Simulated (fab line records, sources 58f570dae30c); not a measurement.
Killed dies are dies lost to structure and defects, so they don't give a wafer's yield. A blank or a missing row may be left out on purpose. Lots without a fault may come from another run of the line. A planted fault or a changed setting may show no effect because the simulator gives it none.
One fault seen from 2 desks | flow berkeley_cmos170 | each desk has only its own numbers; what lay behind them comes last

THE TOOL OWNER'S DESK: implanter-03
The tool's own readings at UCB170_NLDD_IMPLANT_08: means of the sampled wafers that have a number, for each lot that ran on this tool. A lot is out of limits, marked OUT, if its mean lies more than 4 standard deviations from the usual mean; the brackets give that distance.
Columns: A = beam_energy_keV at UCB170_NLDD_IMPLANT_08, usual 30.002
lot  | first seen here | A
L739 | day 6 19:32     | 29.994
L738 | day 6 20:19     | 30.014
L741 | day 6 20:40     | 30.011
L744 | day 7 16:21     | 30.008
L747 | day 8 07:22     | 36.607 (+99 or more) OUT
L745 | day 8 08:25     | 36.607 (+99 or more) OUT
L749 | day 8 09:59     | 36.593 (+99 or more) OUT
This desk's finding: out of limits on L745, L747, L749; first on L747, day 8 07:22 (beam_energy_keV at UCB170_NLDD_IMPLANT_08). In limits: L739, L738, L741, L744.

THE METROLOGY DESK
What the gauges read, lot by lot, whatever tool the lot ran on: means of the sampled wafers that have a number. A lot is out of limits, marked OUT, if its mean lies more than 4 standard deviations from the usual mean; the brackets give that distance.
Columns: A = NVT_OVL at UCB170_NVT_OVL_MEAS_06, usual 0 nm; B = NLDD_TW at UCB170_NLDD_TW_MEAS_11, usual 2211; C = cd_nm at UCB170_PSD_CD_MEAS_06, usual 1199.7 nm; D = NLDD_RS at UCB170_SDANNEAL_RS_MEAS_05, usual 617.0 ohm/sq
lot  | first seen here | A  | B    | C      | D
L739 | day 5 23:51     | 8  | 2228 | 1200.4 | 614.1
L738 | day 6 00:11     | -3 | 2204 | 1200.8 | 615.7
L741 | day 6 00:20     | 6  | 2222 | 1199.2 | 618.4
L742 | day 6 00:24     | -0 | 2232 | 1198.5 | 616.8
L744 | day 6 21:37     | -4 | 2234 | 1198.5 | 617.5
L745 | day 7 07:58     | -5 | 2279 | 1199.5 | 583.3 (-20) OUT
L747 | day 7 08:13     | 1  | 2283 | 1200.3 | 586.0 (-18) OUT
L749 | day 7 14:56     | 2  | 2258 | 1198.9 | 584.5 (-19) OUT
L751 | day 8 01:52     | -1 | 2224 | 1199.0 | 618.8
L752 | day 8 04:20     | 0  | 2223 | 1198.6 | 615.6
L753 | day 8 12:24     | -1 | 2193 | 1200.8 | 616.3
L757 | day 9 07:42     | -5 | 2190 | 1197.5 | 617.5
L756 | day 9 07:59     | -3 | 2223 | 1198.5 | 615.1
L760 | day 10 03:44    | 4  | 2232 | 1199.5 | 616.9
L761 | day 10 18:55    | -2 | 2204 | 1200.9 | 616.4
This desk's finding: out of limits on L745, L747, L749; first on L747, day 8 22:38 (NLDD_RS at UCB170_SDANNEAL_RS_MEAS_05). In limits: L739, L738, L741, L742, L744, L751, L752, L753, L757, L756, L760, L761.

PUT TOGETHER
The tool owner's desk could have raised an alarm at day 8 07:22, on L745, L747, L749.
The metrology desk could have raised an alarm at day 8 22:38, on L745, L747, L749.
Of the lots named, all ran UCB170_NLDD_IMPLANT_08 on implanter-03.

WHAT THE SIMULATOR HAD PUT IN
Process parameter drift: implanter-03, from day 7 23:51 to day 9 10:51, at UCB170_NLDD_IMPLANT_08. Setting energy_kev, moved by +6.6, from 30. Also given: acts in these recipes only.
Lots struck among those shown: L745, L747, L749.
Hours from the fault's start to each desk's first reading out of limits: the tool owner's desk, 8; the metrology desk, 23.
